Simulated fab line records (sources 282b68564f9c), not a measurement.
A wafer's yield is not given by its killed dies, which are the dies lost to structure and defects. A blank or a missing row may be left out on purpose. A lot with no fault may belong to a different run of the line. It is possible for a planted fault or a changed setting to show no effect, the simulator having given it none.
fab line records	flow ritCmos
[record] lots = 5	wafers = 23
route steps=202 shown ACTIVE@4 FOX1@20 FOX2@23 NWELL@36 PWELL@41 NRETRO@54 PRETRO@72 GATE@75 REOX@101 PLDD@115 NSD@139 M1@202
startH: hours from the record's first day to the start of the lot's first wafer shown	waitH: time in hours since the lot's previous step	" as in the row above	L1.1+2: several wafers, shown together as one row	- no value present, or no start provided	* or withheld: withheld	< > ~ a bound
route shown NAME@n: names a module that has steps shown in the file, with the first one's number in the route	usual: mean/standard deviation of fault-free wafers	same: alike in all rows	chamber/n: place in a boat	sites: each site's reading	_std_site: standard deviation across them	_edge_site: inner sites' mean taken away from outer sites' mean	radiusMm: how far each site lies from the wafer's centre	mask NAME#n: copy n	behind: the last tool/chamber to shape the wafer	hold: the reason the lot was held/the length of the hold in hours/how it ended	device: the n, p or np transistor that did not switch	end of line: tests run on the same wafers once the route is complete	step lacking rows: just its recipe	killed: at the first sort, the dies lost to defects and structure; wafer yield is something else	map: the dies of a wafer, with x for killed, . for not killed, _ for no die there
set.NAME: the setting the step ran with; set.NAME@STEP: the setting that earlier step ran with	model.NAME: the simulator's own value behind a step, which no gauge read
lots whose settings were changed on purpose; a table a step, a row a wafer
[[steps]]
[step RIT_ACTIVE_CVD_03]
[recipe] material = Si3N4	targetThkNm = 150	tempC = 810	precursor = SiH2Cl2/NH3	timeS = 1500	pressureMtorr = 300	sih2cl2FlowSccm = 60	nh3FlowSccm = 150
lot.wafer	tool	chamber	startH	waitH	set.nh3FlowSccm
L075.4+5+6	lpcvd-02	0	17.11	0.0	150
L078.1+3+4+5+6	-	-	-	0.1	156.6
L081.1+2+4+5+6	-	-	-	0.1	128.1
L083.1+2+3+4+6	-	-	-	0.1	150
L085.1+2+4+5+6	-	-	-	0.1	134.6
[step RIT_ACTIVE_ETCH_13]
[recipe] stopOn = SiO2	chemistry = SF6	target = Si3N4	timeS = 210	overEtchFrac = 0.4	SF6_flow_sccm = 200	pressureMtorr = 260	rfW = 125	targetDepthA = 2100
lot.wafer	tool	chamber	startH	waitH	set.overEtchFrac
L075.4+5+6	rieDiel-04	2,1,3	19.90	0.1	0.4
L078.1+5	rieDiel-03	3	34.83	0.1	0.4
L078.3+4+6	"	0,1,0	"	"	0.3606
L081.1+6	rieDiel-01	1	49.71	0.1	0.4
L081.2+4+5	"	3,0,0	"	"	0.3187
L083.1+2+6	rieDiel-01	2,1,3	59.83	0.1	0.4348
L083.3+4	"	3,0	"	"	0.4
L085.1+5+6	rieDiel-04	1,3,0	69.71	0.1	0.4
L085.2+4	"	3,2	"	"	0.3362
[step RIT_ACTIVE_STRIP_14]
[recipe] chemistry = O2	timeS = 180	resist = NOVOLAK	platenTempC = withheld	powerW = 500	pressureMtorr = 4000	o2FlowSccm = 4000
[step RIT_ACTIVE_CLEAN_16]
[recipe] chemistry = dHF	dilution = 50:1	timeS = 31.17
[step RIT_ACTIVE_CLEAN_17]
[recipe] chemistry = SC2	mix = 3:3:50	timeS = 600	tempC = 75	dry = n2Spin
[step RIT_FOX1_OXIDATION_00]
[recipe] tempC = 1100	ambient = H2O	targetThkA = 3507	pH2oTorr = 720	oxTimeS = 1130
lot.wafer	tool	chamber	startH	waitH	set.nh3FlowSccm@ACTIVE_CVD_03	model.Si3N4_of_ACTIVE_CVD_03.thkNm
L075.4	furnace-01	0	20.91	0.0	150	142.8
L075.5	"	0	"	"	150	144.7
L075.6	"	0	"	"	150	143
L078.1+5	furnace-03	0	37.10	1.5	156.6	146
L078.3	"	0	"	"	156.6	145.7
L078.4	"	0	"	"	156.6	146.1
L078.6	"	0	"	"	156.6	146.3
L081.1	furnace-04	0	50.71	0.2	128.1	126.2
L081.2+5	"	0	"	"	128.1	127.3
L081.4	"	0	"	"	128.1	127.5
L081.6	"	0	"	"	128.1	127.4
L083.1	furnace-03	0	60.65	0.0	150	144.9
L083.2	"	0	"	"	150	144.7
L083.3	"	0	"	"	150	145.7
L083.4	"	0	"	"	150	143.8
L083.6	"	0	"	"	150	143.9
L085.1	furnace-01	0	70.50	0.0	134.6	133.1
L085.2	"	0	"	"	134.6	133
L085.4+5	"	0	"	"	134.6	133.4
L085.6	"	0	"	"	134.6	133.5
[step RIT_FOX2_OXIDATION_00]
[recipe] tempC = 1100	ambient = H2O	targetThkA = 3507	pH2oTorr = 720	oxTimeS = 1130
lot.wafer	tool	chamber	startH	waitH	set.tempC	set.nh3FlowSccm@ACTIVE_CVD_03	model.SiO2_of_FOX2_OXIDATION_00.thkNm	model.Si3N4_of_ACTIVE_CVD_03.thkNm
L075.4	furnace-03	0	22.40	0.0	1100	150	345.4	131.5
L075.5	"	0	"	"	1100	150	345.4	133.4
L075.6	"	0	"	"	1100	150	345.7	131.6
L078.1	-	-	-	0.0	1109	156.6	355.8	134.4
L078.3	"	-	"	"	1109	156.6	351.5	134.1
L078.4	"	-	"	"	1109	156.6	351.1	134.5
L078.5	"	-	"	"	1109	156.6	352.1	134.4
L078.6	"	-	"	"	1109	156.6	349.5	134.7
L081.1	-	-	-	0.0	1130	128.1	395.8	113.9
L081.2	"	-	"	"	1130	128.1	396.8	115.1
L081.4	"	-	"	"	1130	128.1	397.4	115.2
L081.5	"	-	"	"	1130	128.1	395.9	115.1
L081.6	"	-	"	"	1130	128.1	392.7	115.2
L083.1	-	-	-	0.0	1119	150	383.7	133
L083.2	"	-	"	"	1119	150	382.5	132.8
L083.3	"	-	"	"	1119	150	382.6	133.8
L083.4	"	-	"	"	1119	150	385.6	131.9
L083.6	"	-	"	"	1119	150	381.2	132
L085.1	-	-	-	0.0	1129	134.6	401.3	120.8
L085.2	"	-	"	"	1129	134.6	395.6	120.8
L085.4	"	-	"	"	1129	134.6	393.2	121.1
L085.5	"	-	"	"	1129	134.6	397.6	121.1
L085.6	"	-	"	"	1129	134.6	397	121.2
[step RIT_FOX2_THK_MEAS_01]
[recipe] reads = SiO2_of_FOX2_OXIDATION_00
[usual] FOX2_OXIDE_THK = 350/7.2
lot.wafer	tool	chamber	startH	waitH	set.tempC@FOX2_OXIDATION_00	FOX2_OXIDE_THK[nm]
L075.4	filmMetro-01	-	23.74	0.0	1100	346
L075.5	"	-	"	"	1100	345
L075.6	"	-	"	"	1100	346
L078.1	filmMetro-02	-	-	-	1109	356
L078.3	"	-	"	"	1109	351
L078.4	"	-	"	"	1109	351
L078.5	"	-	"	"	1109	352
L078.6	"	-	"	"	1109	349
L081.1	filmMetro-03	-	-	-	1130	396
L081.2	"	-	"	"	1130	397
L081.4	"	-	"	"	1130	397
L081.5	"	-	"	"	1130	396
L081.6	"	-	"	"	1130	393
L083.1	filmMetro-02	-	-	-	1119	384
L083.2	"	-	"	"	1119	382
L083.3	"	-	"	"	1119	383
L083.4	"	-	"	"	1119	385
L083.6	"	-	"	"	1119	382
L085.1	filmMetro-03	-	-	-	1129	401
L085.2	"	-	"	"	1129	396
L085.4	"	-	"	"	1129	393
L085.5	"	-	"	"	1129	398
L085.6	"	-	"	"	1129	397
[step RIT_FOX2_CLEAN_02]
[recipe] chemistry = dHF	dilution = 50:1	timeS = 180
[step RIT_FOX2_WET_ETCH_03]
[recipe] chemistry = H3PO4	target = Si3N4	targetDepthNm = 195	tempC = 165	timeS = 2700
[step RIT_FOX2_THK_MEAS_90]
[recipe] reads = SiO2_of_FOX2_OXIDATION_00
[usual] FIELD_OXIDE_LEFT_1_THK = 323/7.3
lot.wafer	tool	chamber	startH	waitH	set.tempC@FOX2_OXIDATION_00	FIELD_OXIDE_LEFT_1_THK[nm]
L075.4	filmMetro-01	-	28.16	0.0	1100	318
L075.5	"	-	"	"	1100	319
L075.6	"	-	"	"	1100	319
L078.1	filmMetro-01	-	40.85	0.0	1109	328
L078.3	"	-	"	"	1109	324
L078.4	"	-	"	"	1109	324
L078.5	"	-	"	"	1109	325
L078.6	"	-	"	"	1109	322
L081.1	filmMetro-02	-	54.40	0.0	1130	368
L081.2	"	-	"	"	1130	369
L081.4	"	-	"	"	1130	370
L081.5	"	-	"	"	1130	368
L081.6	"	-	"	"	1130	365
L083.1	filmMetro-03	-	64.33	0.0	1119	356
L083.2	"	-	"	"	1119	355
L083.3	"	-	"	"	1119	356
L083.4	"	-	"	"	1119	358
L083.6	"	-	"	"	1119	353
L085.1	filmMetro-02	-	74.19	0.0	1129	374
L085.2	"	-	"	"	1129	369
L085.4	"	-	"	"	1129	366
L085.5	"	-	"	"	1129	370
L085.6	"	-	"	"	1129	370
[step RIT_NWELL_IMPLANT_08]
[recipe] species = P	energyKev = 170	doseCm2 = 5e+13	tiltDeg = 7
lot.wafer	tool	chamber	startH	waitH	set.energyKev	model.implant.rpNm	model.implant.drpNm
L075.4+5+6	implanter-03	0	29.55	0.2	170	215.6	68.82
L078.1+3+5	implanter-01	0	42.21	0.2	170	211.3	68.82
L078.4+6	"	0	"	"	175.3	218.1	70.43
L081.1+5	implanter-04	0	55.75	0.2	161.1	202.8	66.16
L081.2+4+6	"	0	"	"	170	214.4	68.82
L083.1+4+6	implanter-01	0	65.68	0.2	170	213.7	68.82
L083.2+3	"	0	"	"	164.2	206.3	67.09
L085.1+5	implanter-03	0	75.41	0.2	178.8	224.2	71.48
L085.2+4+6	"	0	"	"	170	212.9	68.82
[step RIT_PWELL_SOFTBAKE_02]
[recipe] resist = NOVOLAK	tempC = 90	timeS = 60
lot.wafer	tool	chamber	startH	waitH	set.tempC
L075.4+5+6	lithoTrack-01	0	30.24	0.1	90
L078.1+5+6	lithoTrack-03	0	42.89	0.1	88.39
L078.3+4	"	0	"	"	90
L081.1+4+6	lithoTrack-02	0	56.43	0.1	86.99
L081.2+5	"	0	"	"	90
L083.1+2+3	lithoTrack-01	0	66.37	0.1	91.23
L083.4+6	"	0	"	"	90
L085.1+2	lithoTrack-02	0	76.10	0.1	90
L085.4+5+6	"	0	"	"	90.99
[step RIT_PWELL_EXPOSE_03]
[recipe] maskId = M3	na = 0.57	targetCdNm = 43700	doseMj = 250
[step RIT_PWELL_PEB_04]
[recipe] resist = NOVOLAK	tempC = withheld	timeS = withheld
[step RIT_PWELL_DEVELOP_05]
[recipe] resist = NOVOLAK	developTimeS = 68	devTempC = 23
lot.wafer	tool	chamber	startH	waitH	set.tempC@PWELL_SOFTBAKE_02	model.NOVOLAK_of_PWELL_COAT_01.thkNm
L075.4	lithoTrack-03	0	-	-	90	1302
L075.5	"	0	"	"	90	1304
L075.6	"	0	"	"	90	1301
L078.1+5	lithoTrack-02	0	-	-	88.39	1304
L078.3	"	0	"	"	90	1298
L078.4	"	0	"	"	90	1294
L078.6	"	0	"	"	88.39	1301
L081.1	lithoTrack-03	0	-	-	86.99	1310
L081.2	"	0	"	"	90	1300
L081.4	"	0	"	"	86.99	1313
L081.5	"	0	"	"	90	1298
L081.6	"	0	"	"	86.99	1311
L083.1	lithoTrack-03	0	-	-	91.23	1292
L083.2+3	"	0	"	"	91.23	1291
L083.4+6	"	0	"	"	90	1293
L085.1	lithoTrack-02	0	-	-	90	1300
L085.2	"	0	"	"	90	1297
L085.4+6	"	0	"	"	90.99	1298
L085.5	"	0	"	"	90.99	1296
[step RIT_NRETRO_COAT_01]
[recipe] resist = NOVOLAK	spinRpm = 2000	resistThkNm = 1300
lot.wafer	tool	chamber	startH	waitH	set.resistThkNm	model.NOVOLAK_of_NRETRO_COAT_01.thkNm
L075.4	lithoTrack-02	0	37.11	0.1	1300	1300
L075.5	"	0	"	"	1300	1297
L075.6	"	0	"	"	1300	1304
L078.1	lithoTrack-02	0	49.74	0.1	1228	1225
L078.3+5	"	0	"	"	1300	1299
L078.4	"	0	"	"	1300	1296
L078.6	"	0	"	"	1228	1231
L081.1+2	lithoTrack-02	0	63.28	0.1	1300	1295
L081.4	"	0	"	"	1300	1297
L081.5	"	0	"	"	1300	1293
L081.6	"	0	"	"	1300	1291
L083.1	lithoTrack-02	0	73.09	0.1	1345	1346
L083.2	"	0	"	"	1345	1347
L083.3	"	0	"	"	1300	1301
L083.4	"	0	"	"	1345	1343
L083.6	"	0	"	"	1300	1295
L085.1	lithoTrack-04	0	83.09	0.1	1242	1240
L085.2	"	0	"	"	1300	1300
L085.4	"	0	"	"	1242	1243
L085.5	"	0	"	"	1242	1242
L085.6	"	0	"	"	1300	1301
[step RIT_NRETRO_SOFTBAKE_02]
[recipe] resist = NOVOLAK	tempC = 90	timeS = 60
lot.wafer	tool	chamber	startH	waitH	set.timeS
L075.4+5+6	lithoTrack-02	0	37.26	0.1	60
L078.1+3+4+5+6	lithoTrack-02	0	49.89	0.1	60
L081.1+2+4+5+6	lithoTrack-02	0	63.43	0.1	60
L083.1+4	lithoTrack-02	0	73.24	0.1	60
L083.2+3+6	"	0	"	"	65.75
L085.1+4	lithoTrack-04	0	83.24	0.1	67.24
L085.2+5+6	"	0	"	"	60
[step RIT_NRETRO_EXPOSE_03]
[recipe] maskId = M4	na = 0.57	targetCdNm = 43900	doseMj = 250
[step RIT_NRETRO_PEB_04]
[recipe] resist = NOVOLAK	tempC = withheld	timeS = withheld
[step RIT_NRETRO_DEVELOP_05]
[recipe] resist = NOVOLAK	developTimeS = 68	devTempC = 23
[step RIT_NRETRO_HARDBAKE_07]
[recipe] resist = NOVOLAK	tempC = 140	timeS = 120
lot.wafer	tool	chamber	startH	waitH	set.resistThkNm@NRETRO_COAT_01	model.NOVOLAK_of_NRETRO_COAT_01.thkNm
L075.4	lithoTrack-04	0	37.93	0.1	1300	1137
L075.5	"	0	"	"	1300	1134
L075.6	"	0	"	"	1300	1140
L078.1	lithoTrack-04	0	50.63	0.0	1228	1072
L078.3+5	"	0	"	"	1300	1136
L078.4	"	0	"	"	1300	1134
L078.6	"	0	"	"	1228	1077
L081.1	lithoTrack-01	0	64.22	0.1	1300	1133
L081.2	"	0	"	"	1300	1132
L081.4	"	0	"	"	1300	1134
L081.5	"	0	"	"	1300	1131
L081.6	"	0	"	"	1300	1129
L083.1+2	lithoTrack-02	0	73.86	0.0	1345	1177
L083.3	"	0	"	"	1300	1138
L083.4	"	0	"	"	1345	1174
L083.6	"	0	"	"	1300	1133
L085.1	lithoTrack-02	0	83.86	0.0	1242	1085
L085.2	"	0	"	"	1300	1137
L085.4	"	0	"	"	1242	1088
L085.5	"	0	"	"	1242	1087
L085.6	"	0	"	"	1300	1138
[step RIT_PRETRO_IMPLANT_08]
[recipe] species = B	energyKev = 45	doseCm2 = 1.2e+13	tiltDeg = 7
lot.wafer	tool	chamber	startH	waitH	set.tiltDeg
L075.4+5+6	implanter-02	0	39.95	0.2	7
L078.1+4	implanter-02	0	52.63	0.2	7.364
L078.3+5+6	"	0	"	"	7
L081.1+2+4	implanter-03	0	66.15	0.2	7
L081.5+6	"	0	"	"	7.609
L083.1+3+4	implanter-02	0	75.66	0.2	7
L083.2+6	"	0	"	"	7.822
L085.1+2+4+5+6	implanter-02	0	85.78	0.2	7
[step RIT_PRETRO_STRIP_09]
[recipe] chemistry = O2	timeS = 180	resist = NOVOLAK	platenTempC = withheld	powerW = 500	pressureMtorr = 4000	o2FlowSccm = 4000
[step RIT_GATE_WET_ETCH_00]
[recipe] chemistry = BOE	target = SiO2	targetDepthNm = 56	timeS = 60	dry = n2Spin	dilution = 10:1	tempC = 21.5
lot.wafer	tool	chamber	startH	waitH	set.tempC@FOX2_OXIDATION_00	model.SiO2_of_FOX2_OXIDATION_00.thkNm
L075.4	wetBench-04	1	40.26	0.0	1100	263.2
L075.5	"	1	"	"	1100	262.9
L075.6	"	1	"	"	1100	263.5
L078.1	wetBench-02	2	53.01	0.1	1109	271.9
L078.3	"	2	"	"	1109	267.8
L078.4	"	2	"	"	1109	267.6
L078.5	"	2	"	"	1109	268.3
L078.6	"	2	"	"	1109	266.1
L081.1	wetBench-04	1	66.53	0.1	1130	312.3
L081.2	"	1	"	"	1130	313.5
L081.4	"	1	"	"	1130	314
L081.5	"	1	"	"	1130	312.5
L081.6	"	1	"	"	1130	309.3
L083.1	wetBench-02	3	76.05	0.1	1119	300.7
L083.2	"	3	"	"	1119	299.7
L083.3	"	3	"	"	1119	299.8
L083.4	"	3	"	"	1119	302.7
L083.6	"	3	"	"	1119	298.1
L085.1	wetBench-02	0	86.17	0.1	1129	317.9
L085.2	"	0	"	"	1129	311.7
L085.4	"	0	"	"	1129	309.4
L085.5	"	0	"	"	1129	313.8
L085.6	"	0	"	"	1129	313.1
[step RIT_GATE_CLEAN_01]
[recipe] chemistry = SC1	mix = 3:3:50	timeS = 600	tempC = 75
lot.wafer	tool	chamber	startH	waitH	set.timeS
L075.4+5+6	wetBench-01	2	40.28	0.0	600
L078.1+3+4+5+6	-	-	-	0.0	551.3
L081.1+2+4+5+6	-	-	-	0.0	627.1
L083.1+2+3+4+6	-	-	-	0.0	600
L085.1+2+4+5+6	-	-	-	0.0	513.4
[step RIT_GATE_CLEAN_02]
[recipe] chemistry = dHF	dilution = 50:1	timeS = 30
[step RIT_GATE_CLEAN_03]
[recipe] chemistry = SC2	mix = 3:3:50	timeS = 600	tempC = 75	dry = n2Spin
[step RIT_GATE_CLEAN_04]
[recipe] chemistry = dHF	dilution = 50:1	timeS = 60	dry = n2Spin
[step RIT_FOX2_THK_MEAS_91]
[recipe] reads = SiO2_of_FOX2_OXIDATION_00
[usual] FIELD_OXIDE_LEFT_2_THK = 254/7.5
lot.wafer	tool	chamber	startH	waitH	set.tempC@FOX2_OXIDATION_00	FIELD_OXIDE_LEFT_2_THK[nm]
L075.4	filmMetro-02	-	40.74	0.0	1100	251
L075.5	"	-	"	"	1100	251
L075.6	"	-	"	"	1100	252
L078.1	filmMetro-03	-	53.43	0.0	1109	260
L078.3	"	-	"	"	1109	256
L078.4	"	-	"	"	1109	256
L078.5	"	-	"	"	1109	256
L078.6	"	-	"	"	1109	254
L081.1	filmMetro-03	-	66.95	0.0	1130	300
L081.2	"	-	"	"	1130	301
L081.4	"	-	"	"	1130	302
L081.5	"	-	"	"	1130	300
L081.6	"	-	"	"	1130	297
L083.1	filmMetro-03	-	76.48	0.0	1119	289
L083.2	"	-	"	"	1119	288
L083.3	"	-	"	"	1119	288
L083.4	"	-	"	"	1119	291
L083.6	"	-	"	"	1119	286
L085.1	filmMetro-03	-	86.58	0.0	1129	306
L085.2	"	-	"	"	1129	300
L085.4	"	-	"	"	1129	297
L085.5	"	-	"	"	1129	302
L085.6	"	-	"	"	1129	301
[step RIT_GATE_DEVELOP_15]
[recipe] resist = NOVOLAK	developTimeS = 50	devTempC = 23
lot.wafer	tool	chamber	startH	waitH	set.devTempC
L075.4+5+6	lithoTrack-03	0	-	-	23
L078.1+5+6	lithoTrack-02	0	-	-	20.46
L078.3+4	"	0	"	"	23
L081.1+2+5	lithoTrack-04	0	-	-	24.64
L081.4+6	"	0	"	"	23
L083.1+2+3+4+6	lithoTrack-02	0	-	-	23
L085.1+4+6	lithoTrack-04	0	-	-	23
L085.2+5	"	0	"	"	25.69
[step RIT_REOX_OXIDATION_03]
[recipe] tempC = 900	ambient = O2	targetThkA = 252	oxTimeS = 5580
lot.wafer	tool	chamber	startH	waitH	set.oxTimeS	model.SiO2_of_REOX_OXIDATION_03.thkNm
L075.4	furnace-03	0	47.28	0.0	5580	25.56
L075.5	"	0	"	"	5580	25.7
L075.6	"	0	"	"	5580	25.59
L078.1	-	-	-	0.0	4768	23.32
L078.3	"	-	"	"	4768	23.33
L078.4	"	-	"	"	4768	23.74
L078.5	"	-	"	"	4768	23.53
L078.6	"	-	"	"	4768	23.21
L081.1	-	-	-	0.0	5580	25.79
L081.2	"	-	"	"	5580	25.72
L081.4	"	-	"	"	5580	25.99
L081.5	"	-	"	"	5580	26.16
L081.6	"	-	"	"	5580	26.09
L083.1	-	-	-	0.0	5580	24.59
L083.2	"	-	"	"	5580	24.57
L083.3	"	-	"	"	5580	24.79
L083.4	"	-	"	"	5580	24.82
L083.6	"	-	"	"	5580	24.49
L085.1	-	-	-	0.0	4951	22.94
L085.2	"	-	"	"	4951	22.9
L085.4	"	-	"	"	4951	23.01
L085.5	"	-	"	"	4951	23.39
L085.6	"	-	"	"	4951	23.61
[step RIT_PLDD_COAT_01]
[recipe] resist = NOVOLAK	spinRpm = 3250	resistThkNm = 1000
lot.wafer	tool	chamber	startH	waitH	set.spinRpm	model.NOVOLAK_of_PLDD_COAT_01.thkNm
L075.4+5	lithoTrack-04	0	51.84	0.1	3250	1001
L075.6	"	0	"	"	3250	1006
L078.1	lithoTrack-01	0	63.51	0.1	3250	997.7
L078.3	"	0	"	"	3250	1002
L078.4	"	0	"	"	3105	1025
L078.5	"	0	"	"	3105	1022
L078.6	"	0	"	"	3250	999.3
L081.1	lithoTrack-02	0	77.68	0.1	3174	1014
L081.2+5	"	0	"	"	3250	1002
L081.4	"	0	"	"	3250	1004
L081.6	"	0	"	"	3174	1015
L083.1	lithoTrack-02	0	87.08	0.1	3250	1002
L083.2	"	0	"	"	3250	1001
L083.3	"	0	"	"	3118	1026
L083.4	"	0	"	"	3118	1023
L083.6	"	0	"	"	3118	1022
L085.1	lithoTrack-04	0	96.14	0.1	3064	1030
L085.2	"	0	"	"	3064	1029
L085.4	"	0	"	"	3250	996.3
L085.5	"	0	"	"	3250	997.7
L085.6	"	0	"	"	3250	995.6
[step RIT_NSD_IMPLANT_08]
[recipe] species = P	energyKev = 25	doseCm2 = 1e+15	tiltDeg = 7
lot.wafer	tool	chamber	startH	waitH	set.energyKev	model.implant.rpNm	model.implant.drpNm
L075.4+5+6	implanter-02	0	56.80	0.1	25	32.12	14.84
L078.1+3	implanter-01	0	68.79	0.1	25	33.02	14.84
L078.4+5+6	"	0	"	"	23.72	31.87	14.37
L081.1+5	implanter-01	0	82.67	0.1	26.04	33.7	15.21
L081.2+4+6	"	0	"	"	25	32.78	14.84
L083.1+2+3+4+6	implanter-02	0	91.88	0.1	25	32.16	14.84
L085.1+2+5	implanter-02	0	100.94	0.1	25	31.8	14.84
L085.4+6	"	0	"	"	25.52	32.25	15.02
[step RIT_NSD_STRIP_09]
[recipe] chemistry = O2	timeS = 180	resist = NOVOLAK	platenTempC = withheld	powerW = 500	pressureMtorr = 4000	o2FlowSccm = 4000
[step RIT_NSD_TW_MEAS_10]
[usual] NSD_TW = 3133/15
lot.wafer	tool	chamber	startH	waitH	set.energyKev@NSD_IMPLANT_08	NSD_TW
L075.4	filmMetro-03	-	57.08	0.1	25	3161
L075.5	"	-	"	"	25	3154
L075.6	"	-	"	"	25	3128
L078.1	filmMetro-01	-	69.12	0.1	25	3146
L078.3	"	-	"	"	25	3139
L078.4	"	-	"	"	23.72	3103
L078.5	"	-	"	"	23.72	3089
L078.6	"	-	"	"	23.72	3091
L081.1	filmMetro-04	-	83.00	0.1	26.04	3161
L081.2	"	-	"	"	25	3132
L081.4	"	-	"	"	25	3120
L081.5	"	-	"	"	26.04	3156
L081.6	"	-	"	"	25	3124
L083.1	filmMetro-03	-	92.20	0.1	25	3130
L083.2	"	-	"	"	25	3138
L083.3	"	-	"	"	25	3123
L083.4	"	-	"	"	25	3119
L083.6	"	-	"	"	25	3125
L085.1	filmMetro-01	-	101.26	0.1	25	3139
L085.2	"	-	"	"	25	3141
L085.4	"	-	"	"	25.52	3139
L085.5	"	-	"	"	25	3123
L085.6	"	-	"	"	25.52	3142
[step RIT_M1_PROBE_99]
lot.wafer	tool	chamber	startH	waitH	set.devTempC@GATE_DEVELOP_15	model.etest.pmos_0p15.rOnOhmUm	model.etest.pmos_0p3.rOnOhmUm	model.etest.pmosTurned.rOnOhmUm
L075.4	prober-01	-	67.15	0.2	23	2713	5984	3401
L075.5	prober-01	-	67.20	0.2	23	2870	6214	3573
L075.6	prober-01	-	67.25	0.2	23	2877	6197	3557
L078.1	prober-02	-	78.58	0.1	20.46	2176	5633	2704
L078.3	prober-02	-	78.68	0.2	23	2652	6118	3221
L078.4	prober-02	-	78.73	0.2	23	2618	6045	3184
L078.5	prober-02	-	78.78	0.2	20.46	2288	5798	2874
L078.6	prober-02	-	78.83	0.2	20.46	2184	5658	2708
L081.1	prober-01	-	93.31	0.1	24.64	3147	6500	3920
L081.2	prober-01	-	93.36	0.1	24.64	3206	6603	3950
L081.4	prober-01	-	93.46	0.2	23	2878	6378	3700
L081.5	prober-01	-	93.51	0.2	24.64	3197	6612	4017
L081.6	prober-01	-	93.56	0.2	23	3025	6456	3826
L083.1	prober-01	-	102.36	0.1	23	2820	6394	3531
L083.2	prober-01	-	102.41	0.1	23	2798	6318	3456
L083.3	prober-01	-	102.46	0.2	23	2872	6455	3505
L083.4	prober-01	-	102.51	0.2	23	2876	6358	3530
L083.6	prober-01	-	102.61	0.2	23	2886	6406	3621
L085.1	prober-01	-	113.90	0.1	23	2504	5868	3097
L085.2	prober-01	-	113.95	0.1	25.69	2815	6139	3383
L085.4	prober-01	-	114.05	0.2	23	2594	5914	3188
L085.5	prober-01	-	114.10	0.2	25.69	3014	6281	3608
L085.6	prober-01	-	114.15	0.2	23	2589	5902	3160
// killed by level:class
L075.4 SILICIDE:geometricParticle:short=3 REOX:geometricParticle:open=2 ACTIVE:geometricParticle:short=1 GATE:geometricParticle:open=1 REOX:geometricParticle:short=1 SPACER:geometricParticle:open=1 SPACER:geometricParticle:short=1
L075.5 REOX:geometricParticle:short=2 SILICIDE:geometricParticle:open=2 GATE:geometricParticle:short=1
L075.6 REOX:geometricParticle:open=1
[[key]]
[split] step = RIT_ACTIVE_CVD_03	setting = nh3FlowSccm	stated = 150	by = lot
[response] step = RIT_FOX1_OXIDATION_00	reading = model.Si3N4_of_ACTIVE_CVD_03.thkNm	change = +1.02	per = 1%	r = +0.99
[response] step = RIT_FOX2_OXIDATION_00	reading = model.Si3N4_of_ACTIVE_CVD_03.thkNm	change = +1.06	per = 1%	r = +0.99
[split] step = RIT_ACTIVE_ETCH_13	setting = overEtchFrac	stated = 0.4	by = wafer
response none clear
[split] step = RIT_FOX2_OXIDATION_00	setting = tempC	stated = 1100	by = lot
[response] step = RIT_FOX2_OXIDATION_00	reading = model.SiO2_of_FOX2_OXIDATION_00.thkNm	change = +20.8	per = 1%	r = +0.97
[response] step = RIT_FOX2_THK_MEAS_01	reading = FOX2_OXIDE_THK	change = +20.8	per = 1%	r = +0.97
[response] step = RIT_FOX2_THK_MEAS_90	reading = FIELD_OXIDE_LEFT_1_THK	change = +20.6	per = 1%	r = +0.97
[response] step = RIT_GATE_WET_ETCH_00	reading = model.SiO2_of_FOX2_OXIDATION_00.thkNm	change = +20.5	per = 1%	r = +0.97
[response] step = RIT_FOX2_THK_MEAS_91	reading = FIELD_OXIDE_LEFT_2_THK	change = +20.4	per = 1%	r = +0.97
[split] step = RIT_NWELL_IMPLANT_08	setting = energyKev	stated = 170	by = wafer
[response] step = RIT_NWELL_IMPLANT_08	reading = model.implant.rpNm	change = +2.19	per = 1%	r = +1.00
[response] step = RIT_NWELL_IMPLANT_08	reading = model.implant.drpNm	change = +0.511	per = 1%	r = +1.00
[split] step = RIT_PWELL_SOFTBAKE_02	setting = tempC	stated = 90	by = wafer
[response] step = RIT_PWELL_DEVELOP_05	reading = model.NOVOLAK_of_PWELL_COAT_01.thkNm	change = -3.26	per = 1%	r = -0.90
[split] step = RIT_NRETRO_COAT_01	setting = resistThkNm	stated = 1300	by = wafer
[response] step = RIT_NRETRO_COAT_01	reading = model.NOVOLAK_of_NRETRO_COAT_01.thkNm	change = +13	per = 1%	r = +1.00
[response] step = RIT_NRETRO_HARDBAKE_07	reading = model.NOVOLAK_of_NRETRO_COAT_01.thkNm	change = +11.2	per = 1%	r = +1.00
[split] step = RIT_NRETRO_SOFTBAKE_02	setting = timeS	stated = 60	by = wafer
response none clear
[split] step = RIT_PRETRO_IMPLANT_08	setting = tiltDeg	stated = 7	by = wafer
response none clear
[split] step = RIT_GATE_CLEAN_01	setting = timeS	stated = 600	by = lot
response none clear
[split] step = RIT_GATE_DEVELOP_15	setting = devTempC	stated = 23	by = wafer
[response] step = RIT_M1_PROBE_99	reading = model.etest.pmosTurned.rOnOhmUm	change = +33.4	per = 1%	r = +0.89
[response] step = RIT_M1_PROBE_99	reading = model.etest.pmos_0p15.rOnOhmUm	change = +33.6	per = 1%	r = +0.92
[response] step = RIT_M1_PROBE_99	reading = model.etest.pmos_0p3.rOnOhmUm	change = +29.2	per = 1%	r = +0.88
[split] step = RIT_REOX_OXIDATION_03	setting = oxTimeS	stated = 5580	by = lot
[response] step = RIT_REOX_OXIDATION_03	reading = model.SiO2_of_REOX_OXIDATION_03.thkNm	change = +0.154	per = 1%	r = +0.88
[split] step = RIT_PLDD_COAT_01	setting = spinRpm	stated = 3250	by = wafer
[response] step = RIT_PLDD_COAT_01	reading = model.NOVOLAK_of_PLDD_COAT_01.thkNm	change = -5.56	per = 1%	r = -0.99
[split] step = RIT_NSD_IMPLANT_08	setting = energyKev	stated = 25	by = wafer
[response] step = RIT_NSD_IMPLANT_08	reading = model.implant.rpNm	change = +0.222	per = 1%	r = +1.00
[response] step = RIT_NSD_IMPLANT_08	reading = model.implant.drpNm	change = +0.0897	per = 1%	r = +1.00
[response] step = RIT_NSD_TW_MEAS_10	reading = NSD_TW	change = +8.34	per = 1%	r = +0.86
